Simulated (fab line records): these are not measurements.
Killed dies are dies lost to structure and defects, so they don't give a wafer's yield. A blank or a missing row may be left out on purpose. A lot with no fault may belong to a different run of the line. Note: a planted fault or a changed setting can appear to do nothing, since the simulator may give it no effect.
fab line records	flow ritCmos	part 1 of 2: steps 1 to 35 of 47
[record] lots = 5	wafers = 15	lastDay = 7
route steps=202 shown GATE@89 REOX@98 NLDD@103 PLDD@114 SPACER@125 NSD@131
lots with no fault: from the same line, run without faults
startH: hours from the record's first day to the start of the lot's first wafer shown	waitH: hours from the lot's prior step to this one	" as in the row above	L1.1+2: several wafers, shown together as one row	- no value, or no start given	* or withheld: withheld	< > ~ a bound
route shown NAME@n: names a module that has steps shown in the file, with the first one's number in the route	usual: mean/standard deviation taken from wafers without a fault	same: alike in all rows	chamber/n: place in a boat	sites: each site's reading	_std_site: the standard deviation of these	_edge_site: the outer-site mean with the inner-site mean subtracted	radiusMm: how far each site lies from the wafer's centre	mask NAME#n: copy n	behind: the most recent tool/chamber to have shaped the wafer	hold: why the lot was held/for how many hours/how that ended	device: whichever transistor did not switch (one of n, p or np)	end of line: tests of these same wafers at the route's end	for a step that has no rows: nothing shown but its recipe	killed: dies lost to structure and defects at the first sort, not the wafer's yield	map: per-die view of a wafer (x killed, . not killed, _ where there is no die)
set.NAME: the run value of the setting; set.NAME@STEP: its run value at that earlier step	model.NAME: the simulator's own value behind a step, which no gauge read
lots at some steps of the route; a table a step, a row a wafer
services: from which hour (startH, from the record's first day; less than 0 if before it) a tool's chamber was out of use, for how many hours, and why
[[steps]]
[step RIT_GATE_EXPOSE_13]
[recipe] maskId = M6	na = 0.6	sourceShape = conventional	sigmaOuter = 0.6	targetCdNm = 150	doseMj = 380
lot.wafer	tool	chamber	startH	waitH	mask
L074.1+2+3	ilineStepper-01	0	37.11	0.2	M6#0
L085.2+5+6	ilineStepper-02	0	90.58	0.1	M6#0
L093.1+2+4	ilineStepper-01	0	134.04	0.2	M6#0
L096.3+5+6	ilineStepper-01	0	145.85	0.1	M6#0
L097.1+2+3	ilineStepper-01	0	151.97	0.1	M6#0
[step RIT_GATE_PEB_14]
[recipe] resist = NOVOLAK	tempC = withheld	timeS = withheld
lot.wafer	tool	chamber	startH	waitH
L074.1+2+3	lithoTrack-02	0	37.26	0.1
L085.2+5+6	lithoTrack-01	0	90.71	0.1
L093.1+2+4	lithoTrack-02	0	134.19	0.1
L096.3+5+6	lithoTrack-02	0	145.98	0.1
L097.1+2+3	lithoTrack-02	0	152.35	0.4
[step RIT_GATE_DEVELOP_15]
[recipe] resist = NOVOLAK	developTimeS = 50	devTempC = 23
lot.wafer	tool	chamber	startH	waitH
L074.1+2+3	lithoTrack-02	0	-	-
L085.2+5+6	lithoTrack-01	0	-	-
L093.1+2+4	lithoTrack-02	0	-	-
L096.3+5+6	lithoTrack-02	0	-	-
L097.1+2+3	lithoTrack-02	0	-	-
[step RIT_GATE_CD_MEAS_16]
[recipe] targetCdNm = 150
[usual] cdNm = 149.6/1.8
lot.wafer	tool	chamber	startH	waitH	cdNm
L074.1	cdSem-02	-	37.54	-	150.5
L074.2	"	-	"	"	147.7
L074.3	"	-	"	"	148.3
L085.2	cdSem-02	-	90.98	-	150.4
L085.5	"	-	"	"	151.2
L085.6	"	-	"	"	149.4
L093.1	cdSem-02	-	134.48	-	154.0
L093.2	"	-	"	"	149.6
L093.4	"	-	"	"	153.4
L096.3	cdSem-02	-	146.25	-	150.5
L096.5	"	-	"	"	151.7
L096.6	"	-	"	"	149.6
L097.1	cdSem-02	-	152.63	-	147.9
L097.2	"	-	"	"	146.7
L097.3	"	-	"	"	146.7
[step RIT_GATE_OVL_MEAS_17]
[usual] GATE_OVL = 1.4/1.2
lot.wafer	tool	chamber	startH	waitH	GATE_OVL[nm]
L074.1	overlay-01	-	37.66	0.1	0.9
L074.2	"	-	"	"	0.0
L074.3	"	-	"	"	-0.5
L085.2	overlay-01	-	91.09	0.1	3.5
L085.5	"	-	"	"	3.0
L085.6	"	-	"	"	3.3
L093.1	overlay-01	-	134.60	0.1	2.1
L093.2	"	-	"	"	2.2
L093.4	"	-	"	"	1.7
L096.3	overlay-02	-	146.35	0.1	0.2
L096.5	"	-	"	"	-0.4
L096.6	"	-	"	"	0.2
L097.1	overlay-02	-	152.75	0.1	1.2
L097.2	"	-	"	"	1.9
L097.3	"	-	"	"	2.5
[step RIT_GATE_HARDBAKE_18]
[recipe] resist = NOVOLAK	tempC = 140	timeS = 60
lot.wafer	tool	chamber	startH	waitH
L074.1+2+3	lithoTrack-04	0	37.70	0.0
L085.2+5+6	lithoTrack-01	0	91.15	0.0
L093.1+2+4	lithoTrack-02	0	134.63	0.0
L096.3+5+6	lithoTrack-02	0	146.42	0.1
L097.1+2+3	lithoTrack-02	0	152.79	0.0
[step RIT_GATE_ETCH_19]
[recipe] chemistry = SF6/CHF3/O2	timeS = 165	SF6_flow_sccm = 30	CHF3_flow_sccm = 30	O2_flow_sccm = 5	target = poly-Si	pressureMtorr = 40	rfW = 160	targetDepthA = 3125	overEtchFrac = 0.25	stopOn = SiO2
[usual] SF6_flow_sccm = 30.00/0.09	drypumpMotorCurrentA = 5.8/0.42	heBacksideLeakSccm = 3.0/0.33	oesProductAu = 0.850/0.0086	throttleValvePct = 10.23/0.12
lot.wafer	tool	chamber	startH	waitH	SF6_flow_sccm	drypumpMotorCurrentA	heBacksideLeakSccm	oesProductAu	rfHoursCounterH	throttleValvePct
L074.1	rieSi-02	0	37.85	0.1	29.86	5.3	3.5	0.848	144	10.43
L074.2	"	2	"	"	29.97	5.6	3.0	0.836	142	10.16
L074.3	"	1	"	"	29.86	6.5	2.8	0.853	68	10.24
L085.2	rieSi-01	2	91.27	0.1	30.09	5.6	2.6	0.834	1	10.31
L085.5	"	2	"	"	30.18	5.6	2.7	0.841	-	10.32
L085.6	"	0	"	"	29.95	5.9	3.0	0.847	-	10.22
L093.1	rieSi-01	3	134.78	0.1	30.15	5.4	3.0	0.851	48	10.14
L093.2	"	2	"	"	30.06	5.6	2.7	0.844	2	10.32
L093.4	"	2	"	"	30.04	5.7	2.7	0.832	-	10.32
L096.3	rieSi-02	2	146.52	0.1	29.89	5.6	3.0	0.843	143	10.15
L096.5	"	3	"	"	30.10	5.8	3.4	0.844	-	10.30
L096.6	"	2	"	"	30.10	5.6	2.9	0.837	-	10.17
L097.1	rieSi-01	2	152.94	0.1	30.06	5.7	2.8	0.853	2	10.30
L097.2	"	3	"	"	29.89	5.4	3.2	0.863	48	10.15
L097.3	"	0	"	"	29.90	5.9	3.0	0.855	3	10.22
[step RIT_GATE_STRIP_20]
[recipe] chemistry = O2	timeS = 180	resist = NOVOLAK	platenTempC = withheld	powerW = 500	pressureMtorr = 4000	o2FlowSccm = 4000
[usual] drypumpMotorCurrentA = 5.6/0.48
lot.wafer	tool	chamber	startH	waitH	drypumpMotorCurrentA	rfHoursCounterH
L074.1	plasmaAsher-04	1	37.96	0.1	4.9	42
L074.2	"	0	"	"	5.5	42
L074.3	"	1	"	"	5.0	-
L085.2	plasmaAsher-03	0	91.38	0.1	6.4	28
L085.5	"	0	"	"	6.4	-
L085.6	"	1	"	"	5.2	-
L093.1	plasmaAsher-03	1	134.89	0.1	5.2	33
L093.2	"	0	"	"	6.4	33
L093.4	"	1	"	"	5.2	-
L096.3	plasmaAsher-03	0	146.69	0.1	6.4	-
L096.5	"	0	"	"	6.4	-
L096.6	"	1	"	"	5.2	-
L097.1	plasmaAsher-04	1	153.05	0.1	5.0	55
L097.2	"	0	"	"	5.5	55
L097.3	"	1	"	"	5.0	-
[step RIT_GATE_CD_MEAS_90]
[recipe] targetCdNm = 150
[usual] cdNm = 149.6/1.8
lot.wafer	tool	chamber	startH	waitH	cdNm
L074.1	cdSem-02	-	38.13	0.1	150.8
L074.2	"	-	"	"	147.7
L074.3	"	-	"	"	148.3
L085.2	cdSem-01	-	91.57	0.1	150.3
L085.5	"	-	"	"	151.1
L085.6	"	-	"	"	149.7
L093.1	cdSem-01	-	135.07	0.1	154.1
L093.2	"	-	"	"	149.9
L093.4	"	-	"	"	153.3
L096.3	cdSem-01	-	146.84	0.1	150.2
L096.5	"	-	"	"	151.9
L096.6	"	-	"	"	150.1
L097.1	cdSem-01	-	153.22	0.1	147.7
L097.2	"	-	"	"	146.2
L097.3	"	-	"	"	146.8
[step RIT_REOX_CLEAN_00]
[recipe] chemistry = SC1	mix = 3:3:50	timeS = 600	tempC = 73.77
[usual] tempC = 73.79/0.13
lot.wafer	tool	chamber	startH	waitH	tempC
L074.1	wetBench-04	3	38.25	0.1	73.78
L074.2	"	3	"	"	73.75
L074.3	"	3	"	"	73.74
L085.2	wetBench-02	2	91.67	0.1	73.90
L085.5	"	2	"	"	73.69
L085.6	"	2	"	"	73.99
L093.1	wetBench-01	3	135.19	0.1	73.84
L093.2	"	3	"	"	73.72
L093.4	"	3	"	"	73.73
L096.3	wetBench-04	0	146.92	0.1	73.61
L096.5	"	0	"	"	73.73
L096.6	"	0	"	"	73.55
L097.1	wetBench-02	3	153.34	0.1	73.64
L097.2	"	3	"	"	73.57
L097.3	"	3	"	"	73.71
[step RIT_REOX_CLEAN_01]
[recipe] chemistry = dHF	dilution = 50:1	timeS = 30
lot.wafer	tool	chamber	startH	waitH
L074.1+2+3	wetBench-01	2	38.46	0.0
L085.2+5+6	wetBench-01	2	91.85	0.0
L093.1+2+4	wetBench-02	3	135.36	0.0
L096.3+5+6	wetBench-02	1	147.10	0.0
L097.1+2+3	wetBench-01	2	153.52	0.0
[step RIT_REOX_CLEAN_02]
[recipe] chemistry = SC2	mix = 3:3:50	timeS = 600	tempC = 75	dry = n2Spin
[usual] tempC = 75.00/0.13
lot.wafer	tool	chamber	startH	waitH	tempC
L074.1	wetBench-02	1	38.48	0.0	75.10
L074.2	"	1	"	"	75.02
L074.3	"	1	"	"	75.21
L085.2	wetBench-02	0	91.87	0.0	75.08
L085.5	"	0	"	"	75.16
L085.6	"	0	"	"	75.18
L093.1	wetBench-01	3	135.38	0.0	74.98
L093.2	"	3	"	"	74.92
L093.4	"	3	"	"	75.06
L096.3	wetBench-04	0	147.12	0.0	75.13
L096.5	"	0	"	"	74.99
L096.6	"	0	"	"	75.19
L097.1	wetBench-02	0	153.54	0.0	74.93
L097.2	"	0	"	"	75.02
L097.3	"	0	"	"	74.99
[step RIT_REOX_OXIDATION_03]
[recipe] tempC = 900	ambient = O2	targetThkA = 252	oxTimeS = 5580
[usual] spikeTcCentreC = 903.9/1.6	tube_center_temp_C_max = 902.3/0.41	zonePowerCentrePct = 40.2/2.4
lot.wafer	tool	chamber	startH	waitH	spikeTcCentreC	tube_center_temp_C_max	zonePowerCentrePct
L074.1	furnace-04	0	38.65	0.0	902.5	902.8	43.5
L074.2	"	0	"	"	904.7	902.7	43.6
L074.3	"	0	"	"	904.3	902.0	43.7
L085.2	furnace-02	0	92.73	0.7	903.3	902.7	39.1
L085.5	"	0	"	"	901.6	902.3	38.3
L085.6	"	0	"	"	902.0	902.2	38.3
L093.1	furnace-03	0	136.52	1.0	906.0	902.7	39.1
L093.2	"	0	"	"	904.1	902.1	40.3
L093.4	"	0	"	"	905.0	901.9	38.6
L096.3	furnace-03	0	147.29	0.0	905.3	901.5	38.8
L096.5	"	0	"	"	904.7	901.9	38.8
L096.6	"	0	"	"	903.1	901.9	38.9
L097.1	furnace-04	0	153.71	0.0	905.2	902.0	43.7
L097.2	"	0	"	"	904.1	902.4	43.3
L097.3	"	0	"	"	905.3	902.2	44.1
[step RIT_REOX_THK_MEAS_04]
[recipe] reads = SiO2_of_REOX_OXIDATION_03
[usual] REOX_OXIDE_THK = 25.4/0.54
lot.wafer	tool	chamber	startH	waitH	REOX_OXIDE_THK[nm]
L074.1	filmMetro-02	-	41.20	0.0	25.5
L074.2	"	-	"	"	25.3
L074.3	"	-	"	"	25.6
L085.2	filmMetro-04	-	95.29	0.0	25.8
L085.5	"	-	"	"	26.1
L085.6	"	-	"	"	25.5
L093.1	filmMetro-04	-	139.07	0.0	25.5
L093.2	"	-	"	"	25.5
L093.4	"	-	"	"	25.7
L096.3	filmMetro-01	-	149.86	0.0	25.1
L096.5	"	-	"	"	24.8
L096.6	"	-	"	"	24.7
L097.1	filmMetro-01	-	156.26	0.0	25.0
L097.2	"	-	"	"	25.1
L097.3	"	-	"	"	25.0
[step RIT_NLDD_HMDS_00]
[recipe] primeTimeS = 60	primeTempC = 140
lot.wafer	tool	chamber	startH	waitH
L074.1+2+3	lithoTrack-02	0	41.26	0.1
L085.2+5+6	lithoTrack-02	0	95.36	0.1
L093.1+2+4	lithoTrack-03	0	139.13	0.1
L096.3+5+6	lithoTrack-01	0	149.95	0.1
L097.1+2+3	lithoTrack-03	0	156.32	0.1
[step RIT_NLDD_COAT_01]
[recipe] resist = NOVOLAK	spinRpm = 3250	resistThkNm = 1000
lot.wafer	tool	chamber	startH	waitH
L074.1+2+3	lithoTrack-02	0	41.41	0.1
L085.2+5+6	lithoTrack-02	0	95.51	0.1
L093.1+2+4	lithoTrack-03	0	139.28	0.1
L096.3+5+6	lithoTrack-01	0	150.10	0.1
L097.1+2+3	lithoTrack-03	0	156.47	0.1
[step RIT_NLDD_SOFTBAKE_02]
[recipe] resist = NOVOLAK	tempC = 90	timeS = 60
lot.wafer	tool	chamber	startH	waitH
L074.1+2+3	lithoTrack-02	0	41.56	0.1
L085.2+5+6	lithoTrack-02	0	95.66	0.1
L093.1+2+4	lithoTrack-03	0	139.43	0.1
L096.3+5+6	lithoTrack-01	0	150.25	0.1
L097.1+2+3	lithoTrack-03	0	156.62	0.1
[step RIT_NLDD_EXPOSE_03]
[recipe] maskId = M7	na = 0.57	targetCdNm = 40700	doseMj = 250
lot.wafer	tool	chamber	startH	waitH	mask
L074.1+2+3	ilineStepper-02	0	41.71	0.1	M7#0
L085.2+5+6	ilineStepper-01	0	95.93	0.2	M7#0
L093.1+2+4	ilineStepper-01	0	139.58	0.1	M7#0
L096.3+5+6	ilineStepper-01	0	150.39	0.1	M7#0
L097.1+2+3	ilineStepper-02	0	156.90	0.2	M7#0
[step RIT_NLDD_PEB_04]
[recipe] resist = NOVOLAK	tempC = withheld	timeS = withheld
lot.wafer	tool	chamber	startH	waitH
L074.1+2+3	lithoTrack-01	0	41.83	0.1
L085.2+5+6	lithoTrack-03	0	96.27	0.3
L093.1+2+4	lithoTrack-02	0	139.70	0.1
L096.3+5+6	lithoTrack-03	0	150.55	0.1
L097.1+2+3	lithoTrack-03	0	157.01	0.1
[step RIT_NLDD_DEVELOP_05]
[recipe] resist = NOVOLAK	developTimeS = 50	devTempC = 23
lot.wafer	tool	chamber	startH	waitH
L074.1+2+3	lithoTrack-01	0	-	-
L085.2+5+6	lithoTrack-03	0	-	-
L093.1+2+4	lithoTrack-02	0	-	-
L096.3+5+6	lithoTrack-03	0	-	-
L097.1+2+3	lithoTrack-03	0	-	-
[step RIT_NLDD_OVL_MEAS_06]
[usual] NLDD_OVL = 1.6/1.4
lot.wafer	tool	chamber	startH	waitH	NLDD_OVL[nm]
L074.1	overlay-01	-	42.11	-	1.6
L074.2	"	-	"	"	2.2
L074.3	"	-	"	"	2.9
L085.2	overlay-02	-	96.54	-	0.8
L085.5	"	-	"	"	1.9
L085.6	"	-	"	"	-0.3
L093.1	overlay-02	-	139.98	-	2.1
L093.2	"	-	"	"	2.5
L093.4	"	-	"	"	1.2
L096.3	overlay-02	-	150.79	-	-0.1
L096.5	"	-	"	"	-2.2
L096.6	"	-	"	"	1.8
L097.1	overlay-01	-	157.30	-	-0.4
L097.2	"	-	"	"	-0.8
L097.3	"	-	"	"	2.2
[step RIT_NLDD_HARDBAKE_07]
[recipe] resist = NOVOLAK	tempC = 140	timeS = 60
lot.wafer	tool	chamber	startH	waitH
L074.1+2+3	lithoTrack-01	0	42.15	0.0
L085.2+5+6	lithoTrack-02	0	96.73	0.2
L093.1+2+4	lithoTrack-03	0	140.02	0.0
L096.3+5+6	lithoTrack-02	0	150.87	0.1
L097.1+2+3	lithoTrack-03	0	157.33	0.0
[step RIT_NLDD_IMPLANT_08]
[recipe] species = P	energyKev = 20	doseCm2 = 5.08e+14	tiltDeg = 7
[same] implantIonAmu = 31
lot.wafer	tool	chamber	startH	waitH
L074.1+2+3	implanter-03	0	42.30	0.1
L085.2+5+6	implanter-02	0	96.88	0.1
L093.1+2+4	implanter-01	0	140.17	0.1
L096.3+5+6	implanter-02	0	151.02	0.1
L097.1+2+3	implanter-01	0	157.48	0.1
[step RIT_NLDD_STRIP_09]
[recipe] chemistry = O2	timeS = 180	resist = NOVOLAK	platenTempC = withheld	powerW = 500	pressureMtorr = 4000	o2FlowSccm = 4000
[usual] drypumpMotorCurrentA = 5.6/0.45
lot.wafer	tool	chamber	startH	waitH	drypumpMotorCurrentA	rfHoursCounterH
L074.1	plasmaAsher-04	1	42.45	0.1	4.9	42
L074.2	"	0	"	"	5.5	42
L074.3	"	0	"	"	5.5	-
L085.2	plasmaAsher-03	0	97.01	0.1	6.3	29
L085.5	"	0	"	"	6.4	-
L085.6	"	1	"	"	5.2	-
L093.1	plasmaAsher-04	0	140.32	0.1	5.5	53
L093.2	"	1	"	"	4.9	53
L093.4	"	0	"	"	5.5	-
L096.3	plasmaAsher-02	0	151.18	0.1	5.8	-
L096.5	"	1	"	"	5.8	-
L096.6	"	0	"	"	5.8	-
L097.1	plasmaAsher-02	0	157.63	0.1	5.8	52
L097.2	"	1	"	"	5.8	52
L097.3	"	0	"	"	5.7	-
[step RIT_NLDD_TW_MEAS_10]
[usual] NLDD_TW = 2490/22
lot.wafer	tool	chamber	startH	waitH	NLDD_TW
L074.1	filmMetro-02	-	42.62	0.1	2478
L074.2	"	-	"	"	2485
L074.3	"	-	"	"	2470
L085.2	filmMetro-02	-	97.19	0.1	2471
L085.5	"	-	"	"	2469
L085.6	"	-	"	"	2464
L093.1	filmMetro-04	-	140.49	0.1	2506
L093.2	"	-	"	"	2518
L093.4	"	-	"	"	2526
L096.3	filmMetro-03	-	151.31	0.1	2476
L096.5	"	-	"	"	2473
L096.6	"	-	"	"	2468
L097.1	filmMetro-03	-	157.81	0.1	2473
L097.2	"	-	"	"	2479
L097.3	"	-	"	"	2492
[step RIT_PLDD_HMDS_00]
[recipe] primeTimeS = 60	primeTempC = 140
lot.wafer	tool	chamber	startH	waitH
L074.1+2+3	lithoTrack-04	0	42.68	0.1
L085.2+5+6	lithoTrack-03	0	97.27	0.1
L093.1+2+4	lithoTrack-01	0	140.75	0.3
L096.3+5+6	lithoTrack-04	0	151.40	0.1
L097.1+2+3	lithoTrack-01	0	157.87	0.1
[step RIT_PLDD_COAT_01]
[recipe] resist = NOVOLAK	spinRpm = 3250	resistThkNm = 1000
lot.wafer	tool	chamber	startH	waitH
L074.1+2+3	lithoTrack-04	0	42.83	0.1
L085.2+5+6	lithoTrack-03	0	97.42	0.1
L093.1+2+4	lithoTrack-01	0	140.90	0.1
L096.3+5+6	lithoTrack-04	0	151.55	0.1
L097.1+2+3	lithoTrack-01	0	158.02	0.1
[step RIT_PLDD_SOFTBAKE_02]
[recipe] resist = NOVOLAK	tempC = 90	timeS = 60
lot.wafer	tool	chamber	startH	waitH
L074.1+2+3	lithoTrack-04	0	42.98	0.1
L085.2+5+6	lithoTrack-03	0	97.57	0.1
L093.1+2+4	lithoTrack-01	0	141.05	0.1
L096.3+5+6	lithoTrack-04	0	151.70	0.1
L097.1+2+3	lithoTrack-01	0	158.17	0.1
[step RIT_PLDD_EXPOSE_03]
[recipe] maskId = M8	na = 0.57	targetCdNm = 40900	doseMj = 250
lot.wafer	tool	chamber	startH	waitH	mask
L074.1+2+3	ilineStepper-01	0	43.13	0.1	M8#0
L085.2+5+6	ilineStepper-01	0	97.84	0.2	M8#0
L093.1+2+4	ilineStepper-02	0	141.20	0.1	M8#0
L096.3+5+6	ilineStepper-01	0	151.84	0.1	M8#0
L097.1+2+3	ilineStepper-02	0	158.44	0.2	M8#0
[step RIT_PLDD_PEB_04]
[recipe] resist = NOVOLAK	tempC = withheld	timeS = withheld
lot.wafer	tool	chamber	startH	waitH
L074.1+2+3	lithoTrack-04	0	43.25	0.1
L085.2+5+6	lithoTrack-01	0	97.96	0.1
L093.1+2+4	lithoTrack-01	0	141.32	0.1
L096.3+5+6	lithoTrack-03	0	151.97	0.1
L097.1+2+3	lithoTrack-01	0	158.56	0.1
[step RIT_PLDD_DEVELOP_05]
[recipe] resist = NOVOLAK	developTimeS = 50	devTempC = 23
lot.wafer	tool	chamber	startH	waitH
L074.1+2+3	lithoTrack-04	0	-	-
L085.2+5+6	lithoTrack-01	0	-	-
L093.1+2+4	lithoTrack-01	0	-	-
L096.3+5+6	lithoTrack-03	0	-	-
L097.1+2+3	lithoTrack-01	0	-	-
[step RIT_PLDD_OVL_MEAS_06]
[usual] PLDD_OVL = 1.1/1.4
lot.wafer	tool	chamber	startH	waitH	PLDD_OVL[nm]
L074.1	overlay-01	-	43.53	-	2.6
L074.2	"	-	"	"	-0.2
L074.3	"	-	"	"	0.6
L085.2	overlay-02	-	98.23	-	0.9
L085.5	"	-	"	"	0.6
L085.6	"	-	"	"	0.7
L093.1	overlay-02	-	141.60	-	0.9
L093.2	"	-	"	"	-0.9
L093.4	"	-	"	"	0.1
L096.3	overlay-02	-	152.21	-	1.1
L096.5	"	-	"	"	2.5
L096.6	"	-	"	"	3.0
L097.1	overlay-01	-	158.84	-	1.2
L097.2	"	-	"	"	3.2
L097.3	"	-	"	"	3.7
[step RIT_PLDD_HARDBAKE_07]
[recipe] resist = NOVOLAK	tempC = 140	timeS = 60
lot.wafer	tool	chamber	startH	waitH
L074.1+2+3	lithoTrack-04	0	43.57	0.0
L085.2+5+6	lithoTrack-03	0	98.28	0.0
L093.1+2+4	lithoTrack-03	0	141.64	0.0
L096.3+5+6	lithoTrack-03	0	152.29	0.1
L097.1+2+3	lithoTrack-04	0	158.88	0.0
[step RIT_PLDD_IMPLANT_08]
[recipe] species = BF2	energyKev = 19.81	doseCm2 = 9e+14	tiltDeg = 7
[same] implantIonAmu = 49
lot.wafer	tool	chamber	startH	waitH
L074.1+2+3	implanter-02	0	43.72	0.1
L085.2+5+6	implanter-04	0	98.43	0.1
L093.1+2+4	implanter-02	0	141.79	0.1
L096.3+5+6	implanter-01	0	152.44	0.1
L097.1+2+3	implanter-02	0	159.03	0.1
[step RIT_PLDD_STRIP_09]
[recipe] chemistry = O2	timeS = 180	resist = NOVOLAK	platenTempC = withheld	powerW = 500	pressureMtorr = 4000	o2FlowSccm = 4000
[usual] drypumpMotorCurrentA = 5.5/0.34
lot.wafer	tool	chamber	startH	waitH	drypumpMotorCurrentA	rfHoursCounterH
L074.1	plasmaAsher-04	1	43.87	0.1	5.0	42
L074.2	"	0	"	"	5.5	42
L074.3	"	0	"	"	5.5	-
L085.2	plasmaAsher-01	1	98.56	0.1	6.0	46
L085.5	"	0	"	"	5.6	-
L085.6	"	1	"	"	6.0	-
L093.1	plasmaAsher-04	1	141.94	0.1	4.9	53
L093.2	"	0	"	"	5.4	53
L093.4	"	0	"	"	5.5	-
L096.3	plasmaAsher-04	0	152.60	0.1	5.5	-
L096.5	"	1	"	"	4.9	-
L096.6	"	0	"	"	5.5	-
L097.1	plasmaAsher-02	0	159.18	0.1	5.8	52
L097.2	"	1	"	"	5.8	52
L097.3	"	0	"	"	5.8	-
